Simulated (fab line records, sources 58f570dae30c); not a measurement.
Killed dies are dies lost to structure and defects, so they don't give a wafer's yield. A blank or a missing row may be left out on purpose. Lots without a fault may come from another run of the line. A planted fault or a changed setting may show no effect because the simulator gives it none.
One fault seen from 2 desks | flow berkeley_cmos170 | each desk has only its own numbers; what lay behind them comes last

THE METROLOGY DESK
What the gauges read, lot by lot, whatever tool the lot ran on: means of the sampled wafers that have a number. A lot is out of limits, marked OUT, if its mean lies more than 4 standard deviations from the usual mean; the brackets give that distance.
Columns: A = NLDD_TW at UCB170_NLDD_TW_MEAS_11, usual 2211; B = NLDD_RS at UCB170_SDANNEAL_RS_MEAS_05, usual 616.2 ohm/sq; C = cd_nm at UCB170_V2_CD_MEAS_90, usual 700.6 nm; D = M3_AL_RS at UCB170_M3_RS_MEAS_02, usual 0.0318 ohm/sq
lot  | first seen here | A    | B               | C     | D
L530 | day 7 21:44     | 2184 | 617.8           | 700.3 | 0.0316
L529 | day 7 23:10     | 2192 | 616.4           | 700.6 | 0.0318
L533 | day 8 08:56     | 2222 | 615.2           | 701.0 | 0.0317
L531 | day 8 15:32     | 2183 | 616.2           | 701.8 | 0.0319
L535 | day 8 15:42     | 2226 | 617.4           | 699.2 | 0.0316
L534 | day 8 16:58     | 2178 | 616.6           | 701.7 | 0.0318
L536 | day 9 03:55     | 2222 | 616.9           | 700.6 | 0.0317
L537 | day 9 04:15     | 2205 | 616.9           | 699.7 | 0.0321
L539 | day 9 17:55     | 2294 | 582.0 (-26) OUT | 701.9 | 0.0317
L542 | day 9 18:37     | 2200 | 617.3           | 700.7 | 0.0316
L540 | day 9 19:22     | 2295 | 583.3 (-25) OUT | 698.8 | 0.0314
L547 | day 11 01:51    | 2187 | 615.5           | 701.8 | 0.0320
L550 | day 11 16:30    | 2223 | 615.5           | 701.2 | 0.0323
L548 | day 11 17:11    | 2243 | 617.0           | 702.1 | 0.0317
This desk's finding: out of limits on L539, L540; first on L539, day 10 05:13 (NLDD_RS at UCB170_SDANNEAL_RS_MEAS_05). In limits: L530, L529, L533, L531, L535, L534, L536, L537, L542, L547, L550, L548.

THE TOOL OWNER'S DESK: implanter-03
The tool's own readings at UCB170_NLDD_IMPLANT_08: means of the sampled wafers that have a number, for each lot that ran on this tool. A lot is out of limits, marked OUT, if its mean lies more than 4 standard deviations from the usual mean; the brackets give that distance.
Columns: A = beam_energy_keV at UCB170_NLDD_IMPLANT_08, usual 29.998; B = faraday_current_uA at UCB170_NLDD_IMPLANT_08, usual 159; C = rotation_deg at UCB170_NLDD_IMPLANT_08, usual 0.002 degrees
lot  | first seen here | A                        | B   | C
L535 | day 8 15:18     | 29.993                   | 161 | 0.009
L536 | day 9 03:31     | 30.009                   | 155 | 0.016
L539 | day 9 17:32     | 36.588 (+99 or more) OUT | 159 | 0.006
L540 | day 9 18:57     | 36.585 (+99 or more) OUT | 160 | 0.014
This desk's finding: out of limits on L539, L540; first on L539, day 9 17:32 (beam_energy_keV at UCB170_NLDD_IMPLANT_08). In limits: L535, L536.

PUT TOGETHER
The tool owner's desk could have raised an alarm at day 9 17:32, on L539, L540.
The metrology desk could have raised an alarm at day 10 05:13, on L539, L540.
Of the lots named, all ran UCB170_NLDD_IMPLANT_08 on implanter-03.

WHAT THE SIMULATOR HAD PUT IN
Process parameter drift: implanter-03, from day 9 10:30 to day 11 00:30, at UCB170_NLDD_IMPLANT_08. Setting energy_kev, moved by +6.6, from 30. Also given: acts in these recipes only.
Lots struck among those shown: L539, L540.
Hours from the fault's start to each desk's first reading out of limits: the tool owner's desk, 7; the metrology desk, 19.
